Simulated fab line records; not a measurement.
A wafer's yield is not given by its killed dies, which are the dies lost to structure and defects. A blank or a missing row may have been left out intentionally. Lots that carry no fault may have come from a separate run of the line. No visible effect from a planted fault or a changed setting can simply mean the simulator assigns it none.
Which of the tools did it?    flow ritCmos    45 wafers from 15 lots sampled at 2 of the route's 202 steps

== WHAT EACH GAUGE READ, for each wafer ==
RIT_NRETRO_OVL_MEAS_06. Usual: NRETRO_OVL typically reads -0.7 nm, with standard deviation 1.2.
lot   measured     on          NRETRO_OVL (nm)                      flag
L297  day 2 12:59  overlay-02  -2.3 -0.2 -0.5                       
L298  day 2 17:20  overlay-02  -1.6 -1.2 -1.5                       
L299  day 2 22:17  overlay-02  0.3 2.3 -0.1                         
L301  day 3 10:23  overlay-02  -1.1 1.9 -0.7                        
L302  day 3 15:31  overlay-02  -1.6 -3.7 -0.7                       
L303  day 3 17:00  overlay-02  0.9 -0.3 -0.2                        
L305  day 4 03:47  overlay-01  -0.5 -0.9 -2.2                       
L307  day 4 14:38  overlay-01  -0.2 -1.0 0.8                        
L308  day 5 00:47  overlay-01  1.7 -1.0 -0.4                        
L309  day 5 04:19  overlay-01  417.2 419.8 419.0 417.8 420.0 419.5  OFF
L310  day 5 05:44  overlay-02  417.7 417.5 416.5 418.6 417.4 417.3  OFF
L312  day 5 20:59  overlay-01  420.0 419.5 419.8 420.7 420.2 421.0  OFF
L316  day 7 04:13  overlay-01  -0.3 -2.9 -0.6                       
L317  day 7 10:14  overlay-01  0.2 0.5 -0.1                         
L319  day 7 16:59  overlay-02  -1.8 -1.8 -1.8                       

== EACH LOT AND THE TOOL THAT RAN IT (in order: tool; ch and the chambers of the sampled wafers; start) ==
lot   RIT_NRETRO_EXPOSE_03
L297  ilineStepper-01 ch 0, day 2 12:35
L298  ilineStepper-02 ch 0, day 2 16:55
L299  ilineStepper-01 ch 0, day 2 21:52
L301  ilineStepper-01 ch 0, day 3 09:57
L302  ilineStepper-01 ch 0, day 3 15:07
L303  ilineStepper-02 ch 0, day 3 16:34
L305  ilineStepper-01 ch 0, day 4 03:21
L307  ilineStepper-01 ch 0, day 4 14:13
L308  ilineStepper-02 ch 0, day 5 00:22
L309  ilineStepper-02 ch 0, day 5 03:53
L310  ilineStepper-02 ch 0, day 5 05:19
L312  ilineStepper-02 ch 0, day 5 20:33
L316  ilineStepper-01 ch 0, day 7 03:48
L317  ilineStepper-01 ch 0, day 7 09:49
L319  ilineStepper-01 ch 0, day 7 16:33
- RIT_NRETRO_EXPOSE_03: exposes mask M4, target cd 43900 nm.

== WHAT THE TOOLS THEMSELVES READ (means of the sampled wafers that have a number; where no wafer has one, the mark that the record gives instead) ==
The record holds no such reading with a usual standard deviation.

== THE ANSWER, worked out from the rows above alone ==
Rule: take the mean of a lot's wafers that have a number; if it is more than 3 standard deviations from the usual mean, the lot is off. A lot without any number at a reading at which 4 lots or more have one is off too. All remaining lots with rows at the step are treated as sound. Order of review: gauges by route order, followed by the tools' own readings, for which a lot's mean as printed above is used. At the first step where some lot is off, the reading lying furthest off is the one used; lots without a number count as furthest.
Off: L309, L310, L312, seen at RIT_NRETRO_OVL_MEAS_06 (NRETRO_OVL).
A tool fits if, at a process step before that reading, it ran every lot that is off, and no sound lot after the first of them. Those tools and the gauges at RIT_NRETRO_OVL_MEAS_06 are tried in the same way. One fits: ilineStepper-02 at RIT_NRETRO_EXPOSE_03. A fault onset in the window from L308 (day 5 00:22, its last sound lot) to L309 (day 5 03:53, its first lot off) fits.

== WHAT HAD BEEN PUT IN BY THE SIMULATOR ==
Scanner matching overlay: ilineStepper-02, from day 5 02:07 on, at RIT_NRETRO_EXPOSE_03. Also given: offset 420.
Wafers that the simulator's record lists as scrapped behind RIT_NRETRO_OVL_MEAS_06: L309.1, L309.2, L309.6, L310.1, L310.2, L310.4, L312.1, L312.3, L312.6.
Struck lots among those shown: L309, L310, L312. The rule given above showed the same thing.
